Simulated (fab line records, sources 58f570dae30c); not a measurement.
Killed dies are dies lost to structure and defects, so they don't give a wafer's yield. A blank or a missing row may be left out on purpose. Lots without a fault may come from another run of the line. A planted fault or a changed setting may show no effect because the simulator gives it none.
Chamber matching | flow berkeley_cmos170 | UCB170_V2_CMP_02 on cmp-01: 4 sister chambers
The step polishes SiO2. 14 wafers are shown with their chamber, then 7 later ones without.

WAFERS WITH THEIR CHAMBER
wafer  | chamber | motor_current_A (A) | head_pressure_psi (psi) | edge_zone_pressure_frac
L270.3 | 0       | 18.7                | 6.003                   | 1.008
L270.4 | 1       | 13.3                | 5.982                   | 0.996
L270.6 | 2       | 15.3                | 5.998                   | 0.999
L271.1 | 1       | 13.7                | 5.992                   | 0.994
L271.3 | 2       | 14.2                | 6.018                   | 1.003
L271.5 | 1       | 13.7                | 6.010                   | 0.995
L274.1 | 2       | 15.8                | 6.018                   | 1.003
L274.2 | 1       | 13.6                | 5.990                   | 1.004
L274.4 | 3       | 13.7                | 5.996                   | 1.003
L280.2 | 1       | 12.6                | 5.989                   | 1.000
L280.3 | 0       | 18.1                | 6.027                   | 1.002
L280.4 | 3       | 13.7                | 5.996                   | 0.994
L282.1 | 1       | 13.9                | 6.006                   | 0.995
L282.4 | 0       | 18.1                | 6.033                   | 0.999

SIGNATURES (means of the wafers above)
reading                 | chamber 0 | chamber 1 | chamber 2 | chamber 3 | scatter within a chamber
motor_current_A         | 18.300    | 13.467    | 15.100    | 13.700    | 0.517
head_pressure_psi       | 6.02100   | 5.99483   | 6.01133   | 5.99600   | 0.0116
edge_zone_pressure_frac | 1.00300   | 0.99733   | 1.00167   | 0.99850   | 0.0041
Rule: a wafer's distance from a chamber is the root of the sum, over the readings, of the square of ((its reading less the chamber's mean) divided by the reading's scatter). The wafer belongs to the nearest chamber; if the next one is less than 2 further off, it can't be placed. The scatter: the root of (the sum of the squares of (reading less its chamber's mean) over the shown wafers, divided by (wafers less chambers)).

WAFERS WITHOUT THEIR CHAMBER
wafer  | motor_current_A (A) | head_pressure_psi (psi) | edge_zone_pressure_frac
L282.6 | 13.5                | 5.982                   | 0.996
L287.1 | 19.3                | 6.005                   | 0.994
L287.4 | 13.9                | 5.982                   | 1.000
L287.6 | 19.7                | 6.000                   | 1.006
L286.1 | 13.8                | 6.011                   | 0.999
L286.2 | 15.6                | 5.980                   | 1.000
L286.5 | 14.1                | 6.001                   | 1.005

WHICH CHAMBER EACH WENT THROUGH
wafer  | from the rows above          | in truth
L282.6 | can't be placed: 1 or 3      | 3
L287.1 | 0                            | 0
L287.4 | can't be placed: 3 or 1      | 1
L287.6 | 0                            | 0
L286.1 | can't be placed: 3 or 1 or 2 | 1
L286.2 | can't be placed: 2 or 3 or 1 | 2
L286.5 | can't be placed: 3 or 2 or 1 | 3
Placed correctly: 2 of 7. Can't be placed from these rows: 5 (the true chamber is among the candidates in 5). Placed wrongly: 0.
